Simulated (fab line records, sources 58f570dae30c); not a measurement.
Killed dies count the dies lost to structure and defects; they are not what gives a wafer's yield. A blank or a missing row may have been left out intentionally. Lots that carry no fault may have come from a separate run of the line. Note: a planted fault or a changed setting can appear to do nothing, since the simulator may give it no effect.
What tool caused it? | flow berkeley-cmos170 | 15 lots with 45 wafers sampled at 4 steps, on a route of 331 steps

## WHAT THE GAUGES READ, wafer by wafer
UCB170_START_BOW_MEAS_00.
lot  | measured    | on            | INCOMING_BOW (um)
L869 | day 1 15:01 | film-metro-04 | 1 -4 7
L871 | day 2 01:00 | film-metro-02 | -2 7 -1
L872 | day 2 06:00 | film-metro-02 | 0 2 -3
L873 | day 2 11:00 | film-metro-04 | -1 -7 4
L874 | day 2 16:01 | film-metro-02 | 11 5 5
L875 | day 2 21:01 | film-metro-02 | 3 7 3
L876 | day 3 02:00 | film-metro-04 | -1 8 4
L878 | day 3 12:01 | film-metro-04 | -10 -3 -2
L880 | day 3 22:02 | film-metro-04 | 4 -7 6
L881 | day 4 03:04 | film-metro-02 | 8 -4 4
L883 | day 4 13:00 | film-metro-02 | -7 0 -3
L887 | day 5 09:00 | film-metro-04 | 3 2 -21
L888 | day 5 14:04 | film-metro-02 | 4 -4 -4
L889 | day 5 19:07 | film-metro-04 | 7 3 -11
L890 | day 6 00:02 | film-metro-02 | 12 -2 4

UCB170_ACTIVE_THK_MEAS_03.
lot  | measured    | on            | ACTIVE_OXIDE_THK (nm)
L869 | day 4 04:50 | film-metro-04 | 26.1 26.4 26.8
L871 | day 4 15:25 | film-metro-04 | 27.0 26.8 26.7
L872 | day 4 15:25 | film-metro-01 | 26.2 26.2 26.0
L873 | day 4 21:16 | film-metro-01 | 26.9 27.1 26.9
L874 | day 5 09:39 | film-metro-04 | 26.0 26.2 26.1
L875 | day 5 09:39 | film-metro-01 | 26.6 26.8 26.7
L876 | day 5 19:25 | film-metro-04 | 26.4 26.6 26.3
L878 | day 5 20:42 | film-metro-04 | 26.4 26.1 26.7
L880 | day 6 09:29 | film-metro-01 | 25.5 26.1 25.9
L881 | day 6 14:12 | film-metro-04 | 26.3 26.8 26.3
L883 | day 6 21:08 | film-metro-04 | 26.7 25.9 25.9
L887 | day 8 02:28 | film-metro-04 | 26.5 26.5 26.3
L888 | day 8 02:29 | film-metro-02 | 26.5 26.8 26.3
L889 | day 8 02:28 | film-metro-01 | 26.6 26.1 26.5
L890 | day 8 13:59 | film-metro-02 | 26.2 26.3 26.2

UCB170_ACTIVE_OVL_MEAS_14.
lot  | measured    | on         | ACTIVE_OVL (nm)
L869 | day 4 12:46 | overlay-01 | -7 -4 -2
L871 | day 4 23:55 | overlay-01 | -4 0 2
L872 | day 5 00:50 | overlay-01 | -2 -7 -7
L873 | day 5 04:19 | overlay-01 | 1 1 -1
L874 | day 5 18:31 | overlay-02 | -2 -4 -7
L875 | day 5 18:34 | overlay-01 | -2 -3 -7
L876 | day 6 04:14 | overlay-01 | -7 -4 -10
L878 | day 6 04:17 | overlay-02 | 2 -1 2
L880 | day 6 15:46 | overlay-02 | - - -
L881 | day 6 21:52 | overlay-02 | - - -
L883 | day 7 05:25 | overlay-01 | - - -
L887 | day 8 09:46 | overlay-01 | 0 -2 -6
L888 | day 8 10:02 | overlay-01 | -6 -6 -12
L889 | day 8 09:40 | overlay-01 | -3 -3 -8
L890 | day 8 21:47 | overlay-02 | -2 -2 -1

## EACH LOT AND THE TOOL THAT RAN IT (in order: tool; ch and the chambers of the sampled wafers; start)
lot  | UCB170_ACTIVE_DEVELOP_12
L869 | litho-track-01 ch 0, day 4 12:00
L871 | litho-track-01 ch 0, day 4 23:00
L872 | litho-track-02 ch 0, day 5 00:00
L873 | litho-track-02 ch 0, day 5 04:00
L874 | litho-track-02 ch 0, day 5 18:00
L875 | litho-track-03 ch 0, day 5 18:00
L876 | litho-track-01 ch 0, day 6 03:00
L878 | litho-track-03 ch 0, day 6 04:00
L880 | litho-track-01, day 6 15:00
L881 | litho-track-03, day 6 21:00
L883 | litho-track-02, day 7 05:00
L887 | litho-track-02 ch 0, day 8 09:00
L888 | litho-track-03 ch 0, day 8 09:00
L889 | litho-track-03 ch 0, day 8 09:00
L890 | litho-track-02 ch 0, day 8 21:00
- UCB170_ACTIVE_DEVELOP_12: develop time 45 s.

## AS READ BY THE TOOLS THEMSELVES (means over the sampled wafers that have a number; for cases with no such wafer, the mark the record gives instead)
UCB170_ACTIVE_DEVELOP_12.
lot  | tool           | chill-plate-temp-C (C)
L869 | litho-track-01 | 23.15
L871 | litho-track-01 | 22.95
L872 | litho-track-02 | 23.03
L873 | litho-track-02 | 22.94
L874 | litho-track-02 | 22.98
L875 | litho-track-03 | 23.00
L876 | litho-track-01 | 22.96
L878 | litho-track-03 | 22.95
L880 | litho-track-01 | -
L881 | litho-track-03 | -
L883 | litho-track-02 | -
L887 | litho-track-02 | 22.94
L888 | litho-track-03 | 22.89
L889 | litho-track-03 | 23.09
L890 | litho-track-02 | 22.91

## THE ANSWER, worked out from the rows above alone
Rule: the usual values come from the lots themselves. Put in order of their means at a reading, lots are off if they are a third of the lots or fewer, leave a main group of 4 or more, and stand apart from it by a gap of 3 or more times the standard deviation of the main group's means; of several such gaps the widest counts. If all means in a main group match to the digits the tables above print for the reading, that group is not used. A lot without any number at a reading at which 4 lots or more have one is off too. The other lots that the step has rows for count as sound. Order of review: gauges by route order, followed by the tools' own readings, for which a lot's mean as printed above is used. At the first step where some lot is off, the reading lying furthest off is the one used; lots without a number count as furthest.
Off: L880, L881, L883, seen at UCB170_ACTIVE_OVL_MEAS_14 (ACTIVE_OVL). Without a number there: L880, L881, L883. For the main group the mean is -3 nm and the standard deviation 2.7.
A tool fits if, at a process step before that reading, it ran every lot that is off, and no sound lot after the first of them. The gauges at UCB170_ACTIVE_OVL_MEAS_14 aren't tried: what is off there is off at UCB170_ACTIVE_DEVELOP_12 too, on other tools, and a gauge's error can't cause that. None of those tried fits.

## WHAT THE SIMULATOR HAD INSERTED
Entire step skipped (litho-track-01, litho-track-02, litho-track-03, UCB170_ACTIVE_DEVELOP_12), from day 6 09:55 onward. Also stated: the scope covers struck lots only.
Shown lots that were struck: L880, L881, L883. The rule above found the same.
